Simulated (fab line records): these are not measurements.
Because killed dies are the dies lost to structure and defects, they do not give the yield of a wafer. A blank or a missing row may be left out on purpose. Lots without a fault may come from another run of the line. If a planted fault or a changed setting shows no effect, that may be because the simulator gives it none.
Which tool is to blame? | flow ritCmos | 8 lots, 24 wafers sampled, at 3 steps of a route of 202

## WHAT EACH GAUGE READ, for each wafer
RIT_PRETRO_OVL_MEAS_06.
lot  | measured    | on         | PRETRO_OVL (nm)
L843 | day 2 17:32 | overlay-01 | 2.1 1.7 0.9
L845 | day 3 03:43 | overlay-02 | 0.3 0.2 -0.4
L847 | day 3 20:47 | overlay-01 | 0.8 0.0 0.6
L849 | day 4 02:23 | overlay-01 | -1.5 0.2 0.7
L854 | day 5 02:29 | overlay-02 | 238.2 241.3 240.4
L856 | day 5 09:42 | overlay-02 | 241.5 242.2 242.4
L858 | day 5 20:45 | overlay-01 | 238.8 238.8 241.7
L862 | day 6 16:26 | overlay-01 | 0.8 1.3 -0.5

## TOOL THAT RAN EACH LOT (tool first, then ch and the chambers of the sampled wafers, then the start)
lot  | RIT_ACTIVE_STRIP_14                | RIT_PRETRO_EXPOSE_03
L843 | plasmaAsher-01 ch 0,1, day 2 01:40 | ilineStepper-01 ch 0, day 2 17:07
L845 | plasmaAsher-02 ch 0,1, day 2 11:41 | ilineStepper-02 ch 0, day 3 03:07
L847 | plasmaAsher-01 ch 0,1, day 3 04:34 | ilineStepper-01 ch 0, day 3 20:19
L849 | plasmaAsher-03 ch 0,1, day 3 08:43 | ilineStepper-01 ch 0, day 4 01:57
L854 | plasmaAsher-03 ch 0,1, day 4 07:54 | ilineStepper-02 ch 0, day 5 02:05
L856 | plasmaAsher-03 ch 1, day 4 18:02   | ilineStepper-02 ch 0, day 5 09:13
L858 | plasmaAsher-02 ch 0,1, day 5 03:51 | ilineStepper-02 ch 0, day 5 20:16
L862 | plasmaAsher-02 ch 0,1, day 6 00:37 | ilineStepper-01 ch 0, day 6 16:03
- RIT_ACTIVE_STRIP_14: strips in O2, time 180 s.
- RIT_PRETRO_EXPOSE_03: exposes mask M5, target cd 43700 nm.

## THE ANSWER, worked out from the rows above alone
Rule: the usual values come from the lots themselves. The widest of any qualifying gaps counts: lots, ordered by their means at a reading, are off when they make up no more than a third of the lots, leave a main group of 4 or more, and stand apart from it by 3 or more times the standard deviation of that group's means. The tables above print the reading to a certain number of digits; a main group whose means all agree to those digits is not used. A lot without any number at a reading at which 4 lots or more have one is off too. All remaining lots with rows at the step are treated as sound.
None of the lots is off at any reading shown; this tells nothing.

## WHAT THE SIMULATOR HAD PUT IN
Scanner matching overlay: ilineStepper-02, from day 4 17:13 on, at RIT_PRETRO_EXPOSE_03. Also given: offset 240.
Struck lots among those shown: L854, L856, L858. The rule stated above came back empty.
